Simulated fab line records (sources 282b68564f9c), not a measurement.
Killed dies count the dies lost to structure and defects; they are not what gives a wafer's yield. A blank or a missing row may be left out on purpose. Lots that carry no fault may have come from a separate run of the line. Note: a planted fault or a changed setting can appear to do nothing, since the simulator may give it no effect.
Split-lot trial | flow rit-cmos | 23 wafers read across 5 lots, on a route 202 steps long

== ON THE SPLIT ==
At RIT_M1_SPUTTER_00 (material Al, target thk 400 nm, time 500 s), the setting chamber-pressure-pa was moved away from the recipe's 0.4 Pa on 20 of the 23 wafers read, by -12.7% to +5.6%. This setting was run at the recipe's value on the other wafers.

The reading comes from the split's own step.

== THE READING ==
Al_of_M1_SPUTTER_00.thk-nm (the simulator's own value, which no gauge read), in nm, at RIT_M1_SPUTTER_00 (material Al, target thk 400 nm, time 500 s). The file does not state a usual value for it. Here, 3 wafers ran the recipe; their average is 391.7 nm with a standard deviation of 1 nm.

wafer  | tool, chamber at the split | chamber-pressure-pa as run, Pa | against the recipe | Al_of_M1_SPUTTER_00.thk-nm, nm | against lot-mates on the recipe
L074.2 | pvd-sputter-01, -          | 0.4                            | recipe             | 391.3                          | -
L074.4 | pvd-sputter-01, -          | 0.4                            | recipe             | 390.7                          | -
L074.6 | pvd-sputter-01, -          | 0.4                            | recipe             | 393.1                          | -
L076.1 | pvd-sputter-01, -          | 0.3492                         | -12.7%             | 414.8                          | no lot-mate on the recipe
L076.2 | pvd-sputter-01, -          | 0.3492                         | -12.7%             | 409.6                          | no lot-mate on the recipe
L076.3 | pvd-sputter-01, -          | 0.3492                         | -12.7%             | 414.6                          | no lot-mate on the recipe
L076.5 | pvd-sputter-01, -          | 0.3492                         | -12.7%             | 414                            | no lot-mate on the recipe
L076.6 | pvd-sputter-01, -          | 0.3492                         | -12.7%             | 410.6                          | no lot-mate on the recipe
L079.1 | pvd-sputter-03, -          | 0.4225                         | +5.6%              | 396.4                          | no lot-mate on the recipe
L079.2 | pvd-sputter-03, -          | 0.4225                         | +5.6%              | 398.7                          | no lot-mate on the recipe
L079.3 | pvd-sputter-03, -          | 0.4225                         | +5.6%              | 394.3                          | no lot-mate on the recipe
L079.4 | pvd-sputter-03, -          | 0.4225                         | +5.6%              | 398.8                          | no lot-mate on the recipe
L079.6 | pvd-sputter-03, -          | 0.4225                         | +5.6%              | 397.3                          | no lot-mate on the recipe
L080.1 | pvd-sputter-01, -          | 0.3692                         | -7.7%              | 406.9                          | no lot-mate on the recipe
L080.2 | pvd-sputter-01, -          | 0.3692                         | -7.7%              | 408.3                          | no lot-mate on the recipe
L080.3 | pvd-sputter-01, -          | 0.3692                         | -7.7%              | 408                            | no lot-mate on the recipe
L080.4 | pvd-sputter-01, -          | 0.3692                         | -7.7%              | 406                            | no lot-mate on the recipe
L080.6 | pvd-sputter-01, -          | 0.3692                         | -7.7%              | 409.8                          | no lot-mate on the recipe
L084.1 | pvd-sputter-01, -          | 0.3578                         | -10.6%             | 412.5                          | no lot-mate on the recipe
L084.2 | pvd-sputter-01, -          | 0.3578                         | -10.6%             | 412.9                          | no lot-mate on the recipe
L084.4 | pvd-sputter-01, -          | 0.3578                         | -10.6%             | 412.7                          | no lot-mate on the recipe
L084.5 | pvd-sputter-01, -          | 0.3578                         | -10.6%             | 414.3                          | no lot-mate on the recipe
L084.6 | pvd-sputter-01, -          | 0.3578                         | -10.6%             | 411.3                          | no lot-mate on the recipe

FIT RESULTS
A straight line over all 23 wafers: Al_of_M1_SPUTTER_00.thk-nm changes by -1.04 nm for each +1% of chamber-pressure-pa; r = -0.89; the points scatter about the line by 3.9 nm.
Too few moved wafers with a lot-mate on the recipe to fit a line net of each lot's own level.

== FILE'S OWN FIT ==
Al_of_M1_SPUTTER_00.thk-nm changes by -1.04 nm for each +1% of chamber-pressure-pa, r = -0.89.
